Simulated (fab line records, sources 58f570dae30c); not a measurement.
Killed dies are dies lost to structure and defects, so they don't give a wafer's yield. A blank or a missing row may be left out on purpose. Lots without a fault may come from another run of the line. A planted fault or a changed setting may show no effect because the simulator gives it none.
Which tool did it? | flow berkeley_cmos170 | 14 lots, 42 wafers sampled, at 4 steps of a route of 331

WHAT THE GAUGES READ, wafer by wafer
UCB170_CONTACT_OVL_MEAS_16.
lot  | measured     | on         | CONTACT_OVL (nm)
L715 | day 8 08:31  | overlay-02 | -2 1 -5
L718 | day 8 13:34  | overlay-01 | 4 2 3
L719 | day 8 13:48  | overlay-01 | -2 6 -4
L723 | day 9 16:32  | overlay-02 | 10 8 7
L722 | day 9 17:09  | overlay-01 | 5 1 1
L720 | day 9 17:44  | overlay-02 | -6 -5 -4
L724 | day 9 18:20  | overlay-01 | -14 -8 -11
L728 | day 10 06:19 | overlay-02 | -4 -5 4
L729 | day 10 06:50 | overlay-01 | 6 3 1
L727 | day 10 08:50 | overlay-01 | -4 0 1
L726 | day 10 09:01 | overlay-01 | 4 2 5
L732 | day 11 00:24 | overlay-01 | 11 4 12
L735 | day 11 13:20 | overlay-01 | 7 8 3
L737 | day 12 06:06 | overlay-01 | -9 -4 -12

UCB170_M1_THK_MEAS_02: measures by xrf.
lot  | measured     | on            | M1_AL_THK (nm)
L715 | day 8 09:17  | film_metro-01 | 626 620 624
L718 | day 8 14:20  | film_metro-01 | 623 626 610
L719 | day 8 14:35  | film_metro-02 | 603 620 621
L723 | day 9 17:29  | film_metro-02 | 602 602 605
L722 | day 9 17:57  | film_metro-01 | 609 605 605
L720 | day 9 18:32  | film_metro-02 | 599 593 602
L724 | day 9 19:08  | film_metro-02 | 619 612 601
L728 | day 10 07:07 | film_metro-04 | 602 613 614
L729 | day 10 07:38 | film_metro-01 | 621 619 618
L727 | day 10 09:37 | film_metro-01 | 617 615 611
L726 | day 10 09:51 | film_metro-02 | 608 609 604
L732 | day 11 01:34 | film_metro-04 | 601 608 612
L735 | day 11 14:08 | film_metro-01 | 618 627 620
L737 | day 12 06:53 | film_metro-04 | 608 601 610

UCB170_V2_BOW_MEAS_03.
lot  | measured     | on            | V2_BOW (um)
L715 | day 8 21:49  | film_metro-04 | 37 40 26
L718 | day 9 09:13  | film_metro-04 | 34 29 54
L719 | day 9 09:22  | film_metro-02 | 37 41 35
L723 | day 10 08:19 | film_metro-04 | 40 39 21
L722 | day 10 08:23 | film_metro-03 | 34 35 42
L720 | day 10 09:07 | film_metro-03 | 38 41 45
L724 | day 10 10:28 | film_metro-04 | 41 53 42
L728 | day 10 22:37 | film_metro-04 | 24 31 38
L729 | day 10 22:03 | film_metro-03 | 52 37 37
L727 | day 11 00:35 | film_metro-02 | 30 24 41
L726 | day 11 00:25 | film_metro-03 | 37 52 34
L732 | day 11 14:10 | film_metro-03 | 40 44 35
L735 | day 12 01:55 | film_metro-02 | 37 36 34
L737 | day 12 16:15 | film_metro-03 | 32 37 29

WHICH TOOL RAN EACH LOT (tool, then ch and the chambers of the sampled wafers, then the start)
lot  | UCB170_M2_METAL_ETCH_18
L715 | rie_metal-01 ch 0,1, day 8 20:50
L718 | rie_metal-03 ch 0,1, day 9 08:17
L719 | rie_metal-01 ch 0,1, day 9 08:23
L723 | rie_metal-01 ch 0,1, day 10 07:22
L722 | rie_metal-03 ch 0,1, day 10 07:27
L720 | rie_metal-02 ch 0,1, day 10 08:13
L724 | rie_metal-03 ch 0,1, day 10 09:32
L728 | rie_metal-03 ch 0,1, day 10 21:43
L729 | rie_metal-01 ch 0,1, day 10 21:07
L727 | rie_metal-01 ch 0,1, day 10 23:38
L726 | rie_metal-02 ch 0,1, day 10 23:28
L732 | rie_metal-02 ch 0,1, day 11 13:08
L735 | rie_metal-03 ch 0,1, day 12 01:00
L737 | rie_metal-02 ch 0,1, day 12 15:16
- UCB170_M2_METAL_ETCH_18: etches Al in Cl2/BCl3, stops on SiO2, target depth 1170 nm, time 195 s.

WHAT THE TOOLS THEMSELVES READ (means of the sampled wafers that have a number; where no wafer has one, the mark that the record gives instead)
UCB170_M2_METAL_ETCH_18.
lot  | tool         | drypump_motor_current_A (A) | oes_product_au (a.u.) | throttle_valve_pct (%)
L715 | rie_metal-01 | 6.0                         | 0.860                 | 24.35
L718 | rie_metal-03 | 5.6                         | 0.850                 | 24.44
L719 | rie_metal-01 | 6.0                         | 0.854                 | 24.36
L723 | rie_metal-01 | 6.3                         | 0.861                 | 24.49
L722 | rie_metal-03 | 5.9                         | 0.855                 | 24.46
L720 | rie_metal-02 | 5.7                         | 0.862                 | 24.49
L724 | rie_metal-03 | 5.9                         | 0.850                 | 24.46
L728 | rie_metal-03 | 5.6                         | 0.858                 | 24.44
L729 | rie_metal-01 | 6.3                         | 0.838                 | 24.48
L727 | rie_metal-01 | 6.0                         | 0.847                 | 24.36
L726 | rie_metal-02 | 5.6                         | 0.866                 | 24.53
L732 | rie_metal-02 | 5.6                         | 0.879                 | 24.53
L735 | rie_metal-03 | 5.6                         | 0.861                 | 24.44
L737 | rie_metal-02 | 5.7                         | 0.863                 | 24.47

THE ANSWER, worked out from the rows above alone
Rule: what is usual is taken from the lots themselves. Put in order of their means at a reading, lots are off if they are a third of the lots or fewer, leave a main group of 4 or more, and stand apart from it by a gap of 3 or more times the standard deviation of the main group's means; of several such gaps the widest counts. A main group whose means are all the same, to the digits that the tables above print for the reading, isn't used. A lot without any number at a reading at which 4 lots or more have one is off too. The other lots that the step has rows for count as sound. The gauges are gone through in route order, then the tools' own readings, and for those a lot's mean is taken as printed above. The first step at which some lot is off is used, and at that step the reading that is off furthest; a lot without a number counts as furthest.
No lot is off at any reading shown: from this, nothing can be told.

WHAT THE SIMULATOR HAD PUT IN
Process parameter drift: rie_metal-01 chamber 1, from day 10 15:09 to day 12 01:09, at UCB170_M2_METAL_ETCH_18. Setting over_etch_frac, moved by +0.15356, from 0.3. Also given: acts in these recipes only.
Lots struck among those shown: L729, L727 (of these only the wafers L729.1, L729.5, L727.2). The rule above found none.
